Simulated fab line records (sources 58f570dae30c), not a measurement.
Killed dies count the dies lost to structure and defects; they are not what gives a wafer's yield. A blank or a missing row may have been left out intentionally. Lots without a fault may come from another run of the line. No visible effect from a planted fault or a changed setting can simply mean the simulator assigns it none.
Problem report in the 8D (eight disciplines) form, filled by code / flow berkeley-cmos170 / the parts of the form that need people (team, actions taken, sign-off) are left out

== 1. THE ISSUE ==
M3_AL_RS at UCB170_M3_RS_MEAS_02 reads a mean of 0.0985 ohm/sq on 1 wafer of 1 lot; wafers without a fault read 0.0321 ohm/sq with a standard deviation of 0.00034. So: +99 or more standard deviations from the usual mean.
The step: measures by four-point-probe.
Earliest sighting: wafer L485.2 on film-metro-01 at day 11 09:34. The record has a number at this step for 39 wafers belonging to 13 lots. Rule for "out" (also "out of limits"): further than 4 standard deviations from the usual mean. All remaining wafers that have a number are taken as sound.

== 2. WHAT IT IS; WHAT IT IS NOT ==
question=which readings at this step | is=M3_AL_RS | is not=-
question=which lots | is=L485 | is not=L474, L475, L477, L478, L482, L483, L484, L489, L490, L492, L493, L494
question=which wafers of those lots | is=L485.2 | is not=L485.4, L485.6
question=read on which gauges | is=film-metro-01 | is not=film-metro-02, film-metro-03
question=when | is=from day 11 09:34 | is not=up to then (20 sound wafers); but 18 sound wafers of L484, L489, L490, L492, L493, L494 came after

== 3. SUSPECTS, AND WHAT RULES EACH OUT ==
Counting: a tool at a process step up to the reading stays a suspect if it ran every lot that is out. Sound lots after the first of them don't rule it out here, since some wafers of a struck lot are sound.
- the gauge at UCB170_M3_RS_MEAS_02: ruled out. All the wafers that are out were read on film-metro-01, but those of them that UCB170_M3_METAL_ETCH_18 has rows for are out there too, on other tools.
- pvd-sputter-02 at UCB170_M3_SPUTTER_01 (material Al, target thk 900 nm, time 120 s): kept. It processed L485, the lot that is out, at day 11 09:28, and its most recent sound lot before then was L478 at day 9 16:45.
After counting, what remains is pvd-sputter-02 at UCB170_M3_SPUTTER_01.

== 4. THE CAUSE (what the simulator had put in) ==
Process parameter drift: pvd-sputter-02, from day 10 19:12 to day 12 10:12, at UCB170_M3_SPUTTER_01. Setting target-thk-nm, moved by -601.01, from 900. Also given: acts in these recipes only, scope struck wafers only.
Only this tool survived the counting.

== 5. THE CHAIN OF EFFECTS, in route order ==
Each row: a reading whose mean over the struck wafers that have a number lies more than 3 standard deviations from the usual. Readings are gone through only where the record gives a usual standard deviation; hours: the median, over the lots, of the time from a lot's start at the first step in this table giving one to that lot's start at this step; sigmas: the change measured in usual standard deviations.
hours=0; step=UCB170_M3_RS_MEAS_02; reading=M3_AL_RS; usual=0.0321 ohm/sq; on struck wafers=0.0985; change=+0.0664; sigmas=+99 or more
hours=0; step=UCB170_M3_THK_MEAS_03; reading=M3_AL_THK; usual=898 nm; on struck wafers=302; change=-596; sigmas=-60
hours=3; step=UCB170_M3_METAL_ETCH_18; reading=oes-product-au; usual=0.854 a.u.; on struck wafers=0.536; change=-0.318; sigmas=-26
The process steps in it:
- UCB170_M3_METAL_ETCH_18: etches Al in Cl2/BCl3, stops on SiO2, target depth 1170 nm, time 195 s.
Later measuring or inspecting steps at which every struck wafer that the step has a row for has a number for every such reading, and none has moved that far: UCB170_M3_OVL_MEAS_16.

== 6. WHAT WOULD HAVE CAUGHT IT SOONER ==
Counted from the fault's start at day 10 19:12, it took 14 hours until the first out-of-limits reading at a measuring or inspecting step in this record, taken at day 11 09:34.
Of the tool readings at UCB170_M3_SPUTTER_01 for which the record gives a usual standard deviation, none was out on any struck wafer, so an alarm limit of 4 standard deviations on them would not have fired.
Lots out: 1; all had begun UCB170_M3_SPUTTER_01 on pvd-sputter-02 by day 11 09:34. A hold on the tool at that time would have spared none of them.
